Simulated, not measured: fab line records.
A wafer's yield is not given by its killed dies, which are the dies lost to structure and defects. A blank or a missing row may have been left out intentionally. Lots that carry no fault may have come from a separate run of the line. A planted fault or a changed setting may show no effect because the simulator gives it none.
Lot-split experiment -- flow berkeleyCmos170 -- route with 331 steps; 5 lots, 27 wafers read

SPLIT DETAILS
At UCB170_PWELL_CVD_05 (deposits Si3N4 from SiH2Cl2/NH3, target thk 220 nm, time 3300 s), the setting timeS was moved away from the recipe's 3300 s on 18 of the 27 wafers read, by -49.3% to +30.8%. For the rest of the wafers, this setting stayed at what the recipe calls for.

FROM THE SPLIT TO THE READING: what the file shows between them, 4 steps
- UCB170_PWELL_THK_MEAS_06
- UCB170_PWELL_HMDS_07: prime time 60 s
- UCB170_PWELL_COAT_08: resist thk 900 nm
- UCB170_PWELL_DEVELOP_12: develop time 45 s

THE READING
oesProductAu, in a.u., at UCB170_PWELL_ETCH_14 (etches Si3N4 in CH3F/Ar/O2, stops on SiO2, target depth 242 nm, time 151 s). Typical for fault-free wafers on this fab line: 0.942 a.u., with standard deviation 0.014 a.u.

wafer,"tool, chamber at the split","timeS as run, s",against the recipe,"oesProductAu, a.u.",against lot-mates on the recipe
L075.1,"-, -",1672,-49.3%,0.647,no lot-mate on the recipe
L075.2,"-, -",1672,-49.3%,0.658,no lot-mate on the recipe
L075.3,"-, -",1672,-49.3%,0.671,no lot-mate on the recipe
L075.4,"-, -",1672,-49.3%,0.664,no lot-mate on the recipe
L075.5,"-, -",1672,-49.3%,0.669,no lot-mate on the recipe
L075.6,"-, -",1672,-49.3%,0.669,no lot-mate on the recipe
L076.1,"-, -",3300,recipe,0.955,-
L076.2,"-, -",3300,recipe,0.932,-
L076.3,"-, -",3300,recipe,0.939,-
L076.4,"-, -",3300,recipe,0.930,-
L076.5,"-, -",3300,recipe,0.962,-
L076.6,"-, -",3300,recipe,0.922,-
L082.1,"-, -",3827,+16.0%,0.994,no lot-mate on the recipe
L082.2,"-, -",3827,+16.0%,0.987,no lot-mate on the recipe
L082.3,"-, -",3827,+16.0%,0.977,no lot-mate on the recipe
L082.4,"-, -",3827,+16.0%,0.985,no lot-mate on the recipe
L082.5,"-, -",3827,+16.0%,0.983,no lot-mate on the recipe
L082.6,"-, -",3827,+16.0%,0.991,no lot-mate on the recipe
L081.2,"lpcvd-02, 1",3300,recipe,0.963,-
L081.3,"lpcvd-02, 1",3300,recipe,0.949,-
L081.5,"lpcvd-02, 1",3300,recipe,0.968,-
L083.1,"-, -",4316,+30.8%,0.981,no lot-mate on the recipe
L083.2,"-, -",4316,+30.8%,0.977,no lot-mate on the recipe
L083.3,"-, -",4316,+30.8%,0.984,no lot-mate on the recipe
L083.4,"-, -",4316,+30.8%,0.993,no lot-mate on the recipe
L083.5,"-, -",4316,+30.8%,0.970,no lot-mate on the recipe
L083.6,"-, -",4316,+30.8%,0.995,no lot-mate on the recipe

FIT RESULTS
A straight line over all 27 wafers: oesProductAu changes by +0.0043 a.u. for each +1% of timeS; r = +0.95; the points scatter about the line by 0.041 a.u.
Too few moved wafers with a lot-mate on the recipe to fit a line net of each lot's own level.

THE WHOLE CHAIN: every reading that the file lists as answering this split, in the file's order
step,what it does,reading,change (the file's fit),r (the file's)
UCB170_PWELL_CVD_05,"deposits Si3N4 from SiH2Cl2/NH3, target thk 220 nm, time 3300 s","Si3N4_of_PWELL_CVD_05.thkNm (the simulator's own value, which no gauge read)",+2.22 nm for each +1% of the setting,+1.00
UCB170_PWELL_THK_MEAS_06,,PWELL_NITRIDE_THK,+2.22 for each +1% of the setting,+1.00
UCB170_PWELL_ETCH_14,"etches Si3N4 in CH3F/Ar/O2, stops on SiO2, target depth 242 nm, time 151 s",oesProductAu,+0.0043 a.u. for each +1% of the setting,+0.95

THE FILE'S OWN FIT
oesProductAu changes by +0.0043 a.u. for each +1% of timeS, r = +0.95.
